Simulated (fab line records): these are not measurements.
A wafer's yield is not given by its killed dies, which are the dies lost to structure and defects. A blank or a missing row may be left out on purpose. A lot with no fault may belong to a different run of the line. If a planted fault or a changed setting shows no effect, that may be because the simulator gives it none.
fab line records ; flow rit-cmos
record lots=7; wafers=21; last-day=8
route steps=202 shown SPACER@127 NSD@131 PSD@142 SDANNEAL@153 PLDD@159 M1@202
lots that met no fault: taken from a fault-free run of the same line
start-h: the number of hours between the record's first day and the start of the first shown wafer of the lot ; wait-h: time in hours since the lot's previous step ; " same as the row above ; L1.1+2: several wafers, shown together as one row ; - either no value or no given start ; * or withheld: withheld ; < > ~ a bound
route shown NAME@n: names a module that has steps shown in the file, with the first one's number in the route ; usual: average and standard deviation across the fault-free wafers ; same: alike in all rows ; chamber/n: place in a boat ; sites: each site's reading ; _std_site: the values' standard deviation ; _edge_site: inner sites' mean taken away from outer sites' mean ; radius-mm: for every site, how far away it sits from the centre of the wafer ; mask NAME#n: copy n ; behind: the tool/chamber that last shaped the wafer ; hold: cause of the lot's hold/its duration in hours/its outcome ; device: the transistor (n, p or np) that didn't switch ; end of line: tests run on the same wafers once the route is complete ; a step with no rows: only its recipe ; killed: not the wafer's yield, but the dies lost to structure and defects at the first sort ; map: per-die view of a wafer (x killed, . not killed, _ where there is no die)
set.NAME: setting as actually run; set.NAME@STEP: the setting as run at that earlier step ; model.NAME: the simulator's own value behind a step, which no gauge read
lots at some steps of the route; a table a step, a row a wafer
services: from which hour (start-h, from the record's first day; less than 0 if before it) a tool's chamber was out of use, for how many hours, and why
## steps
# step RIT_SPACER_CLEAN_02
# recipe chemistry=SC2; mix=3:3:50; time-s=600; temp-c=75; dry=n2-spin
# step RIT_SPACER_CVD_03
# recipe material=Si3N4; target-thk-nm=250; temp-c=810; precursor=SiH2Cl2/NH3; time-s=3300; pressure-mtorr=300; sih2cl2-flow-sccm=60; nh3-flow-sccm=150
# step RIT_SPACER_THK_MEAS_04
# recipe reads=Si3N4_of_SPACER_CVD_03
# usual SPACER_NITRIDE_THK=250.1/2.7
lot.wafer;tool;chamber;start-h;wait-h;SPACER_NITRIDE_THK[nm]
L128.4;film-metro-02;-;69.26;0.0;247.3
L128.5;film-metro-02;-;69.26;0.0;249.0
L128.6;film-metro-02;-;69.26;0.0;248.4
L132.2;film-metro-03;-;93.24;0.0;248.2
L132.5;film-metro-03;-;93.24;0.0;247.8
L132.6;film-metro-03;-;93.24;0.0;251.7
L136.3;film-metro-03;-;108.69;0.0;249.9
L136.5;film-metro-03;-;108.69;0.0;250.2
L136.6;film-metro-03;-;108.69;0.0;250.3
L137.1;film-metro-04;-;110.59;0.0;247.1
L137.4;film-metro-04;-;110.59;0.0;247.1
L137.6;film-metro-04;-;110.59;0.0;247.5
L141.1;film-metro-02;-;129.11;0.0;250.7
L141.3;film-metro-02;-;129.11;0.0;252.5
L141.6;film-metro-02;-;129.11;0.0;252.6
L146.2;film-metro-02;-;155.13;0.0;252.8
L146.4;film-metro-02;-;155.13;0.0;253.7
L146.6;film-metro-02;-;155.13;0.0;254.2
L148.1;film-metro-04;-;170.11;0.0;256.2
L148.3;film-metro-04;-;170.11;0.0;254.0
L148.4;film-metro-04;-;170.11;0.0;253.0
# step RIT_SPACER_ETCHBACK_05
# recipe target-depth-a=2500; SF6_flow_sccm=30; CHF3_flow_sccm=30; target=Si3N4; chemistry=SF6/CHF3; pressure-mtorr=40; rf-w=250; time-s=240; stop-on=SiO2
# usual CHF3_flow_sccm=30.01/0.091; SF6_flow_sccm=30.01/0.097; drypump-motor-current-A=5.6/0.52; oes-product-au=0.847/0.01; rf-fwd-power-W=249.3/0.83; throttle-valve-pct=10.28/0.1
lot.wafer;tool;chamber;start-h;wait-h;CHF3_flow_sccm;SF6_flow_sccm;drypump-motor-current-A;oes-product-au;rf-fwd-power-W;rf-hours-counter-h;throttle-valve-pct
L128.4;rie-diel-02;2;69.36;0.1;30.16;30.00;5.2;0.833;250.0;-;10.23
L128.5;rie-diel-02;2;69.36;0.1;30.17;30.10;5.2;0.830;248.6;-;10.22
L128.6;rie-diel-02;1;69.36;0.1;30.00;29.98;5.8;0.853;251.0;-;10.22
L132.2;rie-diel-01;3;93.29;0.0;30.05;30.05;4.9;0.850;249.9;160;10.27
L132.5;rie-diel-01;3;93.29;0.0;29.88;30.13;4.9;0.853;249.0;-;10.27
L132.6;rie-diel-01;0;93.29;0.0;30.03;29.87;4.7;0.866;249.6;-;10.38
L136.3;rie-diel-04;1;108.73;0.0;30.19;30.08;5.9;0.835;249.4;4;10.28
L136.5;rie-diel-04;1;108.73;0.0;30.13;30.12;5.8;0.847;249.3;-;10.28
L136.6;rie-diel-04;2;108.73;0.0;29.96;30.09;5.2;0.843;248.1;-;10.01
L137.1;rie-diel-01;1;110.65;0.1;30.12;30.00;5.9;0.842;249.6;139;10.42
L137.4;rie-diel-01;2;110.65;0.1;29.93;29.98;5.5;0.829;249.3;-;10.24
L137.6;rie-diel-01;0;110.65;0.1;29.84;29.83;4.7;0.856;249.6;-;10.36
L141.1;rie-diel-01;1;129.17;0.1;30.01;30.13;5.8;0.849;249.7;139;10.43
L141.3;rie-diel-01;3;129.17;0.1;29.86;30.02;4.9;0.858;249.7;0;10.25
L141.6;rie-diel-01;2;129.17;0.1;30.02;30.13;5.5;0.847;248.4;-;10.24
L146.2;rie-diel-04;3;155.18;0.0;30.02;29.88;6.1;0.851;249.2;15;10.20
L146.4;rie-diel-04;2;155.18;0.0;30.00;29.98;5.2;0.846;249.5;96;10.03
L146.6;rie-diel-04;3;155.18;0.0;29.92;29.96;6.1;0.845;250.4;-;10.20
L148.1;rie-diel-01;1;170.17;0.1;30.23;30.09;5.9;0.861;248.9;140;10.43
L148.3;rie-diel-01;3;170.17;0.1;30.05;30.00;4.9;0.864;250.7;1;10.24
L148.4;rie-diel-01;2;170.17;0.1;29.96;29.98;5.5;0.847;250.6;2;10.25
# step RIT_NSD_HMDS_00
# recipe prime-time-s=60; prime-temp-c=140
# step RIT_NSD_COAT_01
# recipe resist=NOVOLAK; spin-rpm=3250; resist-thk-nm=1000
# step RIT_NSD_SOFTBAKE_02
# recipe resist=NOVOLAK; temp-c=90; time-s=60
# step RIT_NSD_EXPOSE_03
# recipe mask-id=M9; na=0.57; target-cd-nm=40700; dose-mj=250
# step RIT_NSD_PEB_04
# recipe resist=NOVOLAK; temp-c=withheld; time-s=withheld
# step RIT_NSD_DEVELOP_05
# recipe resist=NOVOLAK; develop-time-s=50; dev-temp-c=23
# step RIT_NSD_OVL_MEAS_06
# usual NSD_OVL=0.0/1.3
lot.wafer;tool;chamber;start-h;wait-h;NSD_OVL[nm]
L128.4;overlay-01;-;70.56;-;-1.3
L128.5;overlay-01;-;70.56;-;0.4
L128.6;overlay-01;-;70.56;-;0.1
L132.2;overlay-01;-;94.42;-;0.7
L132.5;overlay-01;-;94.42;-;-1.4
L132.6;overlay-01;-;94.42;-;1.6
L136.3;overlay-01;-;109.74;-;1.2
L136.5;overlay-01;-;109.74;-;-0.3
L136.6;overlay-01;-;109.74;-;1.3
L137.1;overlay-01;-;111.85;-;-2.0
L137.4;overlay-01;-;111.85;-;-4.1
L137.6;overlay-01;-;111.85;-;-3.2
L141.1;overlay-02;-;130.17;-;1.4
L141.3;overlay-02;-;130.17;-;1.2
L141.6;overlay-02;-;130.17;-;1.5
L146.2;overlay-01;-;156.18;-;1.1
L146.4;overlay-01;-;156.18;-;2.6
L146.6;overlay-01;-;156.18;-;2.5
L148.1;overlay-01;-;171.35;-;-0.9
L148.3;overlay-01;-;171.35;-;-2.2
L148.4;overlay-01;-;171.35;-;-1.1
# step RIT_NSD_HARDBAKE_07
# recipe resist=NOVOLAK; temp-c=140; time-s=60
# step RIT_NSD_IMPLANT_08
# recipe species=P; energy-kev=25; dose-cm2=9.904e+14; tilt-deg=7
# usual beam-energy-keV=24.999/0.0077; dose-ions-cm2=9.905e+14/1.2e+12
lot.wafer;tool;chamber;start-h;wait-h;beam-energy-keV;dose-ions-cm2;model.implant.rp-nm;model.implant.drp-nm
L128.4;implanter-01;0;70.81;0.1;24.995;9.917e+14;32.29;14.84
L128.5;implanter-01;0;70.81;0.1;24.998;9.902e+14;32.29;14.84
L128.6;implanter-01;0;70.81;0.1;25.012;9.918e+14;32.29;14.84
L132.2;implanter-03;0;94.63;0.1;24.988;9.909e+14;31.08;14.84
L132.5;implanter-03;0;94.63;0.1;24.994;9.901e+14;31.08;14.84
L132.6;implanter-03;0;94.63;0.1;24.992;9.89e+14;31.08;14.84
L136.3;implanter-03;0;109.97;0.1;17.496;9.901e+14;24.97;11.96
L136.5;implanter-03;0;109.97;0.1;17.486;9.906e+14;24.97;11.96
L136.6;implanter-03;0;109.97;0.1;17.492;9.899e+14;24.97;11.96
L137.1;implanter-03;0;112.03;0.1;17.498;9.91e+14;25.5;11.96
L137.4;implanter-03;0;112.03;0.1;17.490;9.905e+14;25.5;11.96
L137.6;implanter-03;0;112.03;0.1;17.491;9.912e+14;25.5;11.96
L141.1;implanter-03;0;130.36;0.1;17.497;9.922e+14;25.02;11.96
L141.3;implanter-03;0;130.36;0.1;17.497;9.908e+14;25.02;11.96
L141.6;implanter-03;0;130.36;0.1;17.506;9.913e+14;25.02;11.96
L146.2;implanter-02;0;156.39;0.1;24.995;9.897e+14;32.14;14.84
L146.4;implanter-02;0;156.39;0.1;25.000;9.921e+14;32.14;14.84
L146.6;implanter-02;0;156.39;0.1;25.005;9.918e+14;32.14;14.84
L148.1;implanter-01;0;171.54;0.1;25.009;9.91e+14;31.97;14.84
L148.3;implanter-01;0;171.54;0.1;25.004;9.897e+14;31.97;14.84
L148.4;implanter-01;0;171.54;0.1;25.001;9.88e+14;31.97;14.84
# step RIT_NSD_STRIP_09
# recipe chemistry=O2; time-s=180; resist=NOVOLAK; platen-temp-c=withheld; power-w=500; pressure-mtorr=4000; o2-flow-sccm=4000
# usual drypump-motor-current-A=5.8/0.44
lot.wafer;tool;chamber;start-h;wait-h;drypump-motor-current-A;rf-hours-counter-h
L128.4;plasma-asher-01;0;70.94;0.1;5.4;-
L128.5;plasma-asher-01;0;70.94;0.1;5.4;-
L128.6;plasma-asher-01;1;70.94;0.1;6.4;-
L132.2;plasma-asher-01;1;94.75;0.1;6.4;41
L132.5;plasma-asher-01;1;94.75;0.1;6.4;-
L132.6;plasma-asher-01;0;94.75;0.1;5.4;-
L136.3;plasma-asher-02;1;110.12;0.1;6.6;-
L136.5;plasma-asher-02;0;110.12;0.1;5.7;-
L136.6;plasma-asher-02;1;110.12;0.1;6.6;-
L137.1;plasma-asher-02;0;112.18;0.1;5.7;47
L137.4;plasma-asher-02;0;112.18;0.1;5.7;-
L137.6;plasma-asher-02;1;112.18;0.1;6.6;-
L141.1;plasma-asher-02;1;130.51;0.1;6.6;50
L141.3;plasma-asher-02;0;130.51;0.1;5.7;-
L141.6;plasma-asher-02;0;130.51;0.1;5.7;-
L146.2;plasma-asher-02;1;156.51;0.1;6.6;52
L146.4;plasma-asher-02;1;156.51;0.1;6.6;-
L146.6;plasma-asher-02;1;156.51;0.1;6.6;-
L148.1;plasma-asher-01;0;171.69;0.1;5.4;5
L148.3;plasma-asher-01;0;171.69;0.1;5.5;-
L148.4;plasma-asher-01;1;171.69;0.1;6.4;-
# step RIT_NSD_TW_MEAS_10
# usual NSD_TW=3123/21
lot.wafer;tool;chamber;start-h;wait-h;NSD_TW
L128.4;film-metro-01;-;71.09;0.1;3152
L128.5;film-metro-01;-;71.09;0.1;3132
L128.6;film-metro-01;-;71.09;0.1;3157
L132.2;film-metro-03;-;94.94;0.1;3126
L132.5;film-metro-03;-;94.94;0.1;3135
L132.6;film-metro-03;-;94.94;0.1;3128
L136.3;film-metro-01;-;110.26;0.1;2871
L136.5;film-metro-01;-;110.26;0.1;2864
L136.6;film-metro-01;-;110.26;0.1;2869
L137.1;film-metro-03;-;112.36;0.1;2823
L137.4;film-metro-03;-;112.36;0.1;2821
L137.6;film-metro-03;-;112.36;0.1;2831
L141.1;film-metro-04;-;130.68;0.1;2840
L141.3;film-metro-04;-;130.68;0.1;2816
L141.6;film-metro-04;-;130.68;0.1;2832
L146.2;film-metro-03;-;156.70;0.1;3102
L146.4;film-metro-03;-;156.70;0.1;3114
L146.6;film-metro-03;-;156.70;0.1;3100
L148.1;film-metro-01;-;171.86;0.1;3150
L148.3;film-metro-01;-;171.86;0.1;3142
L148.4;film-metro-01;-;171.86;0.1;3141
# step RIT_PSD_HMDS_00
# recipe prime-time-s=60; prime-temp-c=140
# step RIT_PSD_COAT_01
# recipe resist=NOVOLAK; spin-rpm=3250; resist-thk-nm=1000
# step RIT_PSD_SOFTBAKE_02
# recipe resist=NOVOLAK; temp-c=90; time-s=60
# step RIT_PSD_EXPOSE_03
# recipe mask-id=M10; na=0.57; target-cd-nm=40900; dose-mj=250
# step RIT_PSD_PEB_04
# recipe resist=NOVOLAK; temp-c=withheld; time-s=withheld
# step RIT_PSD_DEVELOP_05
# recipe resist=NOVOLAK; develop-time-s=50; dev-temp-c=23
# step RIT_PSD_OVL_MEAS_06
# usual PSD_OVL=2.3/1.2
lot.wafer;tool;chamber;start-h;wait-h;PSD_OVL[nm]
L128.4;overlay-01;-;72.11;-;2.0
L128.5;overlay-01;-;72.11;-;3.0
L128.6;overlay-01;-;72.11;-;2.9
L132.2;overlay-01;-;95.84;-;2.4
L132.5;overlay-01;-;95.84;-;1.8
L132.6;overlay-01;-;95.84;-;2.5
L136.3;overlay-01;-;111.21;-;1.1
L136.5;overlay-01;-;111.21;-;1.6
L136.6;overlay-01;-;111.21;-;1.9
L137.1;overlay-02;-;113.39;-;0.2
L137.4;overlay-02;-;113.39;-;-0.4
L137.6;overlay-02;-;113.39;-;1.3
L141.1;overlay-02;-;131.81;-;0.0
L141.3;overlay-02;-;131.81;-;3.0
L141.6;overlay-02;-;131.81;-;2.1
L146.2;overlay-01;-;157.66;-;4.2
L146.4;overlay-01;-;157.66;-;2.7
L146.6;overlay-01;-;157.66;-;2.8
L148.1;overlay-01;-;172.77;-;3.6
L148.3;overlay-01;-;172.77;-;3.2
L148.4;overlay-01;-;172.77;-;3.5
# step RIT_PSD_HARDBAKE_07
# recipe resist=NOVOLAK; temp-c=140; time-s=60
# step RIT_PSD_IMPLANT_08
# recipe species=BF2; energy-kev=27; dose-cm2=5.075e+15; tilt-deg=7
# step RIT_PSD_STRIP_09
# recipe chemistry=O2; time-s=180; resist=NOVOLAK; platen-temp-c=withheld; power-w=500; pressure-mtorr=4000; o2-flow-sccm=4000
# usual drypump-motor-current-A=5.8/0.31
lot.wafer;tool;chamber;start-h;wait-h;drypump-motor-current-A;rf-hours-counter-h
L128.4;plasma-asher-01;0;72.49;0.1;5.4;-
L128.5;plasma-asher-01;1;72.49;0.1;6.4;-
L128.6;plasma-asher-01;0;72.49;0.1;5.5;-
L132.2;plasma-asher-01;0;96.17;0.1;5.5;41
L132.5;plasma-asher-01;0;96.17;0.1;5.5;-
L132.6;plasma-asher-01;1;96.17;0.1;6.4;-
L136.3;plasma-asher-04;0;111.68;0.1;6.0;-
L136.5;plasma-asher-04;1;111.68;0.1;5.8;-
L136.6;plasma-asher-04;0;111.68;0.1;6.0;-
L137.1;plasma-asher-03;0;113.73;0.1;5.5;34
L137.4;plasma-asher-03;0;113.73;0.1;5.5;-
L137.6;plasma-asher-03;1;113.73;0.1;5.4;-
L141.1;plasma-asher-04;0;132.15;0.1;6.0;51
L141.3;plasma-asher-04;0;132.15;0.1;6.0;-
L141.6;plasma-asher-04;0;132.15;0.1;6.0;-
L146.2;plasma-asher-01;0;158.01;0.1;5.4;4
L146.4;plasma-asher-01;1;158.01;0.1;6.4;-
L146.6;plasma-asher-01;0;158.01;0.1;5.4;-
L148.1;plasma-asher-04;1;173.11;0.1;5.8;55
L148.3;plasma-asher-04;1;173.11;0.1;5.8;-
L148.4;plasma-asher-04;0;173.11;0.1;6.0;-
# step RIT_PSD_TW_MEAS_10
# usual PSD_TW=3444/27
lot.wafer;tool;chamber;start-h;wait-h;PSD_TW
L128.4;film-metro-04;-;72.63;0.1;3434
L128.5;film-metro-04;-;72.63;0.1;3443
L128.6;film-metro-04;-;72.63;0.1;3421
L132.2;film-metro-03;-;96.36;0.1;3419
L132.5;film-metro-03;-;96.36;0.1;3429
L132.6;film-metro-03;-;96.36;0.1;3428
L136.3;film-metro-01;-;111.82;0.1;3488
L136.5;film-metro-01;-;111.82;0.1;3475
L136.6;film-metro-01;-;111.82;0.1;3490
L137.1;film-metro-03;-;113.90;0.1;3435
L137.4;film-metro-03;-;113.90;0.1;3421
L137.6;film-metro-03;-;113.90;0.1;3416
L141.1;film-metro-03;-;132.32;0.1;3441
L141.3;film-metro-03;-;132.32;0.1;3443
L141.6;film-metro-03;-;132.32;0.1;3430
L146.2;film-metro-04;-;158.19;0.1;3417
L146.4;film-metro-04;-;158.19;0.1;3413
L146.6;film-metro-04;-;158.19;0.1;3407
L148.1;film-metro-04;-;173.28;0.1;3438
L148.3;film-metro-04;-;173.28;0.1;3457
L148.4;film-metro-04;-;173.28;0.1;3448
# step RIT_SDANNEAL_CLEAN_00
# recipe chemistry=SC1; mix=3:3:50; time-s=600; temp-c=75
# step RIT_SDANNEAL_CLEAN_01
# recipe chemistry=dHF; dilution=50:1; time-s=30
# step RIT_SDANNEAL_CLEAN_02
# recipe chemistry=SC2; mix=3:3:50; time-s=600; temp-c=75; dry=n2-spin
# step RIT_SDANNEAL_RTA_03
# recipe temp-c=1050; time-s=5; idle-temp-c=600; ramp-up-c-per-s=342; ramp-down-c-per-s=171; cool-to-c=600; ambient=N2
# usual wafer_temp_C_max=1053.6/1.2
lot.wafer;tool;chamber;start-h;wait-h;wafer_temp_C_max
L128.4;rtp-anneal-01;0;73.08;0.0;1055.6
L128.5;rtp-anneal-01;0;73.08;0.0;1054.4
L128.6;rtp-anneal-01;0;73.08;0.0;1053.2
L132.2;rtp-anneal-02;0;96.80;0.0;1053.6
L132.5;rtp-anneal-02;0;96.80;0.0;1053.5
L132.6;rtp-anneal-02;0;96.80;0.0;1053.8
L136.3;rtp-anneal-01;0;112.24;0.0;1051.2
L136.5;rtp-anneal-01;0;112.24;0.0;1053.8
L136.6;rtp-anneal-01;0;112.24;0.0;1056.4
L137.1;rtp-anneal-02;0;114.35;0.0;1052.8
L137.4;rtp-anneal-02;0;114.35;0.0;1054.3
L137.6;rtp-anneal-02;0;114.35;0.0;1054.4
L141.1;rtp-anneal-02;0;132.78;0.0;1053.5
L141.3;rtp-anneal-02;0;132.78;0.0;1052.6
L141.6;rtp-anneal-02;0;132.78;0.0;1052.8
L146.2;rtp-anneal-02;0;158.65;0.0;1053.1
L146.4;rtp-anneal-02;0;158.65;0.0;1053.2
L146.6;rtp-anneal-02;0;158.65;0.0;1054.0
L148.1;rtp-anneal-01;0;173.94;0.0;1055.2
L148.3;rtp-anneal-01;0;173.94;0.0;1052.4
L148.4;rtp-anneal-01;0;173.94;0.0;1054.1
# step RIT_SDANNEAL_RS_MEAS_04
# recipe thk-meas-gauge=four-point-probe
# usual PSD_RS=115.8/0.32
lot.wafer;tool;chamber;start-h;wait-h;PSD_RS[ohm/sq]
L128.4;film-metro-01;-;73.16;0.1;116.1
L128.5;film-metro-01;-;73.16;0.1;116.3
L128.6;film-metro-01;-;73.16;0.1;116.1
L132.2;film-metro-03;-;96.87;0.1;115.8
L132.5;film-metro-03;-;96.87;0.1;115.8
L132.6;film-metro-03;-;96.87;0.1;116.0
L136.3;film-metro-01;-;112.32;0.1;115.8
L136.5;film-metro-01;-;112.32;0.1;115.5
L136.6;film-metro-01;-;112.32;0.1;115.6
L137.1;film-metro-01;-;114.41;0.0;115.8
L137.4;film-metro-01;-;114.41;0.0;115.7
L137.6;film-metro-01;-;114.41;0.0;115.9
L141.1;film-metro-01;-;132.84;0.0;116.0
L141.3;film-metro-01;-;132.84;0.0;116.0
L141.6;film-metro-01;-;132.84;0.0;115.9
L146.2;film-metro-01;-;158.77;0.1;116.0
L146.4;film-metro-01;-;158.77;0.1;115.6
L146.6;film-metro-01;-;158.77;0.1;115.8
L148.1;film-metro-01;-;174.00;0.0;115.5
L148.3;film-metro-01;-;174.00;0.0;115.5
L148.4;film-metro-01;-;174.00;0.0;115.2
# step RIT_SDANNEAL_RS_MEAS_05
# recipe thk-meas-gauge=four-point-probe
# usual NSD_RS=85.16/0.29
lot.wafer;tool;chamber;start-h;wait-h;NSD_RS[ohm/sq]
L128.4;film-metro-01;-;73.28;0.1;84.96
L128.5;film-metro-01;-;73.28;0.1;85.61
L128.6;film-metro-01;-;73.28;0.1;84.75
L132.2;film-metro-03;-;96.99;0.1;84.72
L132.5;film-metro-03;-;96.99;0.1;85.00
L132.6;film-metro-03;-;96.99;0.1;85.12
L136.3;film-metro-01;-;112.44;0.1;88.24
L136.5;film-metro-01;-;112.44;0.1;87.95
L136.6;film-metro-01;-;112.44;0.1;88.23
L137.1;film-metro-01;-;114.53;0.1;88.17
L137.4;film-metro-01;-;114.53;0.1;87.81
L137.6;film-metro-01;-;114.53;0.1;87.86
L141.1;film-metro-01;-;132.96;0.1;88.76
L141.3;film-metro-01;-;132.96;0.1;88.47
L141.6;film-metro-01;-;132.96;0.1;88.50
L146.2;film-metro-01;-;158.89;0.1;84.76
L146.4;film-metro-01;-;158.89;0.1;85.04
L146.6;film-metro-01;-;158.89;0.1;84.70
L148.1;film-metro-01;-;174.12;0.1;85.23
L148.3;film-metro-01;-;174.12;0.1;85.23
L148.4;film-metro-01;-;174.12;0.1;85.38
# step RIT_SDANNEAL_RS_MEAS_06
# recipe thk-meas-gauge=four-point-probe
# usual PLDD_RS=177.7/0.45
lot.wafer;tool;chamber;start-h;wait-h;PLDD_RS[ohm/sq]
L128.4;film-metro-01;-;73.40;0.1;177.5
L128.5;film-metro-01;-;73.40;0.1;178.1
L128.6;film-metro-01;-;73.40;0.1;177.5
L132.2;film-metro-03;-;97.11;0.1;177.3
L132.5;film-metro-03;-;97.11;0.1;177.3
L132.6;film-metro-03;-;97.11;0.1;177.6
L136.3;film-metro-01;-;112.56;0.1;177.5
L136.5;film-metro-01;-;112.56;0.1;177.1
L136.6;film-metro-01;-;112.56;0.1;177.5
L137.1;film-metro-01;-;114.65;0.1;177.9
L137.4;film-metro-01;-;114.65;0.1;177.5
L137.6;film-metro-01;-;114.65;0.1;177.7
L141.1;film-metro-01;-;133.08;0.1;178.0
L141.3;film-metro-01;-;133.08;0.1;177.9
L141.6;film-metro-01;-;133.08;0.1;177.6
L146.2;film-metro-01;-;159.01;0.1;178.5
L146.4;film-metro-01;-;159.01;0.1;178.0
L146.6;film-metro-01;-;159.01;0.1;178.3
L148.1;film-metro-01;-;174.24;0.1;177.6
L148.3;film-metro-01;-;174.24;0.1;177.9
L148.4;film-metro-01;-;174.24;0.1;177.2
# step RIT_M1_PROBE_99
# usual killed-at-contacts=0.0/0.2; killed-at-front-end=6.8/3; killed-dies=6.9/3; killed-open=3.3/1.9; killed-short=3.6/1.9
# same gross-dies=264; killed_at_M0_to_M3=0; killed_at_M4_up=0; killed-at-back-side=0; killed-at-other=0
lot.wafer;tool;chamber;start-h;wait-h;killed-at-contacts;killed-at-front-end;killed-dies;killed-open;killed-short
L132.2;prober-02;-;105.58;0.1;0;13;13;7;6
L132.5;prober-02;-;105.73;0.2;0;10;10;4;6
L132.6;prober-02;-;105.78;0.2;0;8;8;4;4
# killed by level:class
L132.2 SILICIDE:geometric-particle:short=4 SILICIDE:geometric-particle:open=3 GATE:geometric-particle:open=2 GATE:geometric-particle:short=2 FOX2:geometric-particle:open=1 REOX:geometric-particle:open=1
L132.5 SILICIDE:geometric-particle:short=3 REOX:geometric-particle:short=2 SILICIDE:geometric-particle:open=2 FOX2:geometric-particle:open=1 REOX:geometric-particle:open=1 SPACER:geometric-particle:short=1
L132.6 FOX1:geometric-particle:short=2 FOX1:geometric-particle:open=2 GATE:geometric-particle:open=1 REOX:geometric-particle:short=1 SILICIDE:geometric-particle:open=1 SILICIDE:geometric-particle:short=1
## services
tool;chamber;start-h;hours;kind
plasma-asher-04;-;46.25;2.0;repair
rie-diel-02;-;64.26;4.1;repair
rtp-anneal-01;-;65.47;3.1;pm
rie-diel-02;0;68.20;5.4;repair
rie-diel-01;3;105.95;-;clean
rie-diel-01;3;105.95;18.8;scheduled-down
rie-diel-01;3;105.95;18.8;vent-cycle
implanter-02;-;107.07;6.0;repair
plasma-asher-01;-;108.75;9.0;pm
plasma-asher-01;0;108.75;9.0;vent-cycle
plasma-asher-01;1;108.75;9.0;vent-cycle
plasma-asher-01;0;117.75;-;clean
plasma-asher-01;1;117.75;-;clean
rie-diel-02;1;119.49;15.3;repair
implanter-03;-;121.80;3.5;repair
rie-diel-01;2;137.42;13.6;repair
plasma-asher-02;-;142.05;0.5;repair
implanter-02;-;145.78;10.3;pm
plasma-asher-01;-;145.83;2.8;pm
rie-diel-01;0;147.65;1.4;repair
rie-diel-02;-;153.71;14.6;pm
rtp-anneal-02;-;154.06;4.2;pm
implanter-03;-;155.93;1.4;repair
rie-diel-04;3;168.65;3.4;repair
## key
first-sign step=RIT_NSD_IMPLANT_08; reading=beam-energy-keV; direction=down; sigmas=99+; usual=24.999; struck=17.495
effect step=RIT_NSD_TW_MEAS_10; reading=NSD_TW; direction=down; sigmas=13; usual=3123; struck=2841
effect step=RIT_SDANNEAL_RS_MEAS_05; reading=NSD_RS; direction=up; sigmas=11; usual=85.16; struck=88.22
model-effect step=RIT_NSD_IMPLANT_08; value=implant.rp-nm; without=32.02; struck=25.16
met-at RIT_NSD_IMPLANT_08
struck-wafers L136.3,L136.5,L136.6,L137.1,L137.4,L137.6,L141.1,L141.3,L141.6
tester-left-out L136,L137,L141
onset-between 94.63 109.97
fault kind=process-parameter-drift; tool=implanter-03; chamber=-; onset-h=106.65; steps=RIT_NSD_IMPLANT_08; channel=energy-kev; offset=-7.5; shape=step; end-h=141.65; acts-in=these-recipes-only; stated=25
# tester-left-out: of these lots the tester's yield and bins aren't shown, on N5 and GAA mostly nor the transistor test; their killed dies are dies lost to structure and defects alone, not to doping, threshold or leakage, so they don't give the yield
